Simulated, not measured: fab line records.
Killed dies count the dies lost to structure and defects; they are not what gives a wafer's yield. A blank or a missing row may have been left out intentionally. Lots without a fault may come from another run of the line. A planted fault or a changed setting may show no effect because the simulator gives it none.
Which tool is to blame? :: flow berkeley-cmos170 :: Sampling: 7 lots, 21 wafers, 2 of 331 route steps

== WHAT EACH GAUGE READ, for each wafer ==
UCB170_GATE_OVL_MEAS_13.
lot: L943
measured: day 7 02:34
on: overlay-01
GATE_OVL (nm): 4 0 -1

lot: L946
measured: day 8 02:27
on: overlay-02
GATE_OVL (nm): -13 -8 -7

lot: L947
measured: day 8 14:01
on: overlay-02
GATE_OVL (nm): 257 254 254

lot: L949
measured: day 8 13:55
on: overlay-01
GATE_OVL (nm): 264 266 268

lot: L950
measured: day 9 19:59
on: overlay-02
GATE_OVL (nm): -13 -8 -11

lot: L959
measured: day 11 16:53
on: overlay-01
GATE_OVL (nm): 1 -5 -2

lot: L961
measured: day 12 22:23
on: overlay-02
GATE_OVL (nm): -10 -6 -9

== EACH LOT AND THE TOOL THAT RAN IT (in order: tool; ch and the chambers of the sampled wafers; start) ==
lot: L943
UCB170_GATE_EXPOSE_09: krf-scanner-01 ch 0, day 7 02:03

lot: L946
UCB170_GATE_EXPOSE_09: krf-scanner-02 ch 0, day 8 01:44

lot: L947
UCB170_GATE_EXPOSE_09: krf-scanner-02 ch 0, day 8 13:20

lot: L949
UCB170_GATE_EXPOSE_09: krf-scanner-02 ch 0, day 8 13:11

lot: L950
UCB170_GATE_EXPOSE_09: krf-scanner-01 ch 0, day 9 19:22

lot: L959
UCB170_GATE_EXPOSE_09: krf-scanner-01 ch 0, day 11 16:23

lot: L961
UCB170_GATE_EXPOSE_09: krf-scanner-01 ch 0, day 12 21:53
- UCB170_GATE_EXPOSE_09: exposes mask POLY, target cd 350 nm.

== THE ANSWER, worked out from the rows above alone ==
Rule: what is usual is taken from the lots themselves. Put in order of their means at a reading, lots are off if they are a third of the lots or fewer, leave a main group of 4 or more, and stand apart from it by a gap of 3 or more times the standard deviation of the main group's means; of several such gaps the widest counts. If all means in a main group match to the digits the tables above print for the reading, that group is not used. A lot without any number at a reading at which 4 lots or more have one is off too. Where the step has rows for the other lots, those lots are counted as sound.
Off: L947, L949, at UCB170_GATE_OVL_MEAS_13 (GATE_OVL). The main group: mean -6 nm, standard deviation 4.5.
If a tool, at a process step before that reading, ran all the lots that are off and no sound lot after the first of them, it fits. Gauges at UCB170_GATE_OVL_MEAS_13: tried the same way as those tools. One fits: krf-scanner-02 at UCB170_GATE_EXPOSE_09. Its last sound lot is L946 (day 8 01:44), its first lot that is off L949 (day 8 13:11): a fault that began between those two fits.

== WHAT THE SIMULATOR HAD INSERTED ==
Scanner matching overlay: krf-scanner-02, from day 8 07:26 on, at UCB170_GATE_EXPOSE_09. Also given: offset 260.
Struck lots among those shown: L949, L947. The same result came from the rule above.
